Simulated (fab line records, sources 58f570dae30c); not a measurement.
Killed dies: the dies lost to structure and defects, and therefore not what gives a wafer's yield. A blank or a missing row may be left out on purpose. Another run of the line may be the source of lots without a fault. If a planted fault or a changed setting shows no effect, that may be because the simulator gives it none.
fab line records | flow berkeley_cmos170
record: lots: 15 | wafers: 45 | last_day: 12
route steps=331 shown FIELD@93
lots that met no fault: from a run of the same line without faults
start_h: hours from the record's opening day to when the first of the lot's shown wafers began | wait_h: hours since the lot's step before | " unchanged from the row above | L1.1+2: a single row standing in for several wafers | - value missing, or start not given | * or withheld: withheld | < > ~ a bound
route shown NAME@n: a module of which the file shows steps, and the number in the route of the first | usual: average and standard deviation across the fault-free wafers | same: alike in all rows | chamber/n: place in a boat | sites: the reading at each site | _std_site: how widely they spread, as a standard deviation | _edge_site: mean of outer sites minus mean of inner sites | radius_mm: for every site, how far away it sits from the centre of the wafer | mask NAME#n: copy n | behind: the tool/chamber that last shaped the wafer | hold: cause of the lot's hold/its duration in hours/its outcome | device: the n, p or np transistor that did not switch | end of line: the route-end tests of the same wafers | step lacking rows: just its recipe | killed: at the first sort, the dies lost to defects and structure; wafer yield is something else | map: shows each die of a wafer: x if killed, . if not, _ if none is there
set.NAME: setting as actually run; set.NAME@STEP: the setting as run at that earlier step | model.NAME: the simulator's own value behind a step, which no gauge read
route steps across a sampled set of lots; one table per step, one row per wafer
services: from which hour (start_h, from the record's first day; less than 0 if before it) a tool's chamber was out of use, for how many hours, and why
== steps ==
step: UCB170_FIELD_WET_ETCH_04
recipe: chemistry: dHF | dilution: 10:1 | target: SiO2 | temp_c: 25 | time_s: 60
usual: bath_heat_duty_pct: 5.8/0.73 | run_length_s: 87.7/2.9 | temp_c: 25.00/0.1
lot.wafer | tool         | chamber | start_h | wait_h | bath_heat_duty_pct | run_length_s | temp_c
L577.2    | wet_bench-04 | 2       | 103.52  | 0.0    | 5.9                | 84.4         | 24.98
L577.4    | "            | 2       | "       | "      | 5.8                | 84.4         | 24.81
L577.6    | "            | 2       | "       | "      | 4.9                | 84.4         | 24.95
L579.2    | wet_bench-03 | 2       | 109.07  | 0.0    | 5.4                | 92.0         | 24.80
L579.3    | "            | 2       | "       | "      | 5.9                | 92.0         | 24.85
L579.6    | "            | 2       | "       | "      | 5.1                | 92.0         | 25.03
L580.1    | wet_bench-03 | 1       | 109.07  | 0.0    | 7.1                | 91.4         | 24.89
L580.2    | "            | 1       | "       | "      | 6.5                | 91.4         | 24.85
L580.3    | "            | 1       | "       | "      | 6.0                | 91.4         | 24.93
L581.2    | wet_bench-02 | 2       | 113.13  | 0.1    | 6.1                | 93.0         | 25.05
L581.4    | "            | 2       | "       | "      | 5.3                | 93.0         | 25.00
L581.5    | "            | 2       | "       | "      | 6.4                | 93.0         | 25.00
L582.3    | wet_bench-03 | 0       | 126.61  | 0.0    | 5.9                | 86.8         | 25.05
L582.4    | "            | 0       | "       | "      | 6.1                | 86.8         | 25.01
L582.6    | "            | 0       | "       | "      | 5.5                | 86.8         | 25.13
L585.1    | wet_bench-02 | 1       | 134.65  | 0.1    | 5.8                | 87.4         | 24.97
L585.3    | "            | 1       | "       | "      | 7.3                | 87.4         | 25.11
L585.5    | "            | 1       | "       | "      | 7.0                | 87.4         | 24.98
L586.2    | wet_bench-02 | 2       | 134.65  | 0.1    | 5.6                | 87.3         | 25.04
L586.5    | "            | 2       | "       | "      | 5.8                | 87.3         | 24.99
L586.6    | "            | 2       | "       | "      | 5.9                | 87.3         | 24.96
L587.1    | wet_bench-03 | 1       | 147.71  | 0.0    | 6.2                | 85.6         | 25.17
L587.2    | "            | 1       | "       | "      | 5.7                | 85.6         | 25.14
L587.5    | "            | 1       | "       | "      | 5.5                | 85.6         | 24.98
L588.4    | wet_bench-03 | 1       | 147.71  | 0.0    | 5.8                | 84.9         | 25.10
L588.5    | "            | 1       | "       | "      | 6.4                | 84.9         | 25.03
L588.6    | "            | 1       | "       | "      | 5.6                | 84.9         | 25.17
L590.2    | wet_bench-04 | 0       | 163.84  | 0.0    | -                  | -            | -
L590.3    | "            | 0       | "       | "      | -                  | -            | -
L590.6    | "            | 0       | "       | "      | -                  | -            | -
L591.1    | wet_bench-04 | 1       | 163.84  | 0.0    | -                  | -            | -
L591.3    | "            | 1       | "       | "      | -                  | -            | -
L591.6    | "            | 1       | "       | "      | -                  | -            | -
L592.1    | wet_bench-03 | 2       | 177.89  | 0.0    | -                  | -            | -
L592.2    | "            | 2       | "       | "      | -                  | -            | -
L592.6    | "            | 2       | "       | "      | -                  | -            | -
L593.1    | wet_bench-03 | 3       | 177.89  | 0.0    | 4.6                | 93.7         | 25.05
L593.2    | "            | 3       | "       | "      | 4.7                | 93.7         | 25.01
L593.5    | "            | 3       | "       | "      | 4.3                | 93.7         | 25.03
L594.2    | wet_bench-03 | 3       | 177.89  | 0.0    | 4.7                | 93.0         | 24.94
L594.4    | "            | 3       | "       | "      | 5.7                | 93.0         | 25.03
L594.6    | "            | 3       | "       | "      | 4.7                | 93.0         | 24.89
L597.2    | wet_bench-02 | 2       | 203.53  | 0.0    | 5.3                | 85.8         | 24.94
L597.3    | "            | 2       | "       | "      | 5.5                | 85.8         | 25.09
L597.4    | "            | 2       | "       | "      | 5.1                | 85.8         | 25.13
== services ==
tool         | chamber | start_h | hours | kind
wet_bench-02 | -       | 93.33   | 1.7   | repair
== key ==
first_sign: step: UCB170_FIELD_WET_ETCH_04 | reading: tool_record | direction: missing
effect none on later readings
met_at UCB170_FIELD_WET_ETCH_04
struck_lots L590,L591,L592
later_rows_left_out L590.2,L590.3,L590.6,L591.1,L591.3,L591.6,L592.1,L592.2,L592.6
sort_left_out L590.2,L590.3,L590.6,L591.1,L591.3,L591.6,L592.1,L592.2,L592.6
tester_left_out L590,L591,L592
onset_between 147.71 163.84
fault: kind: skipped_step_whole | tool: wet_bench-03,wet_bench-04 | chamber: - | onset_h: 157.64 | steps: UCB170_FIELD_WET_ETCH_04 | scope: struck_lots_only
tester_left_out: of these lots the tester's yield and bins aren't shown, on N5 and GAA mostly nor the transistor test; their killed dies are dies lost to structure and defects alone, not to doping, threshold or leakage, so they don't give the yield
sort_left_out: the simulated sort isn't trusted on such a fault, so these wafers' sort isn't shown, and their yield isn't known
later_rows_left_out: the simulator's readings of these wafers behind a module that went badly wrong aren't trusted and aren't shown, but for the sort
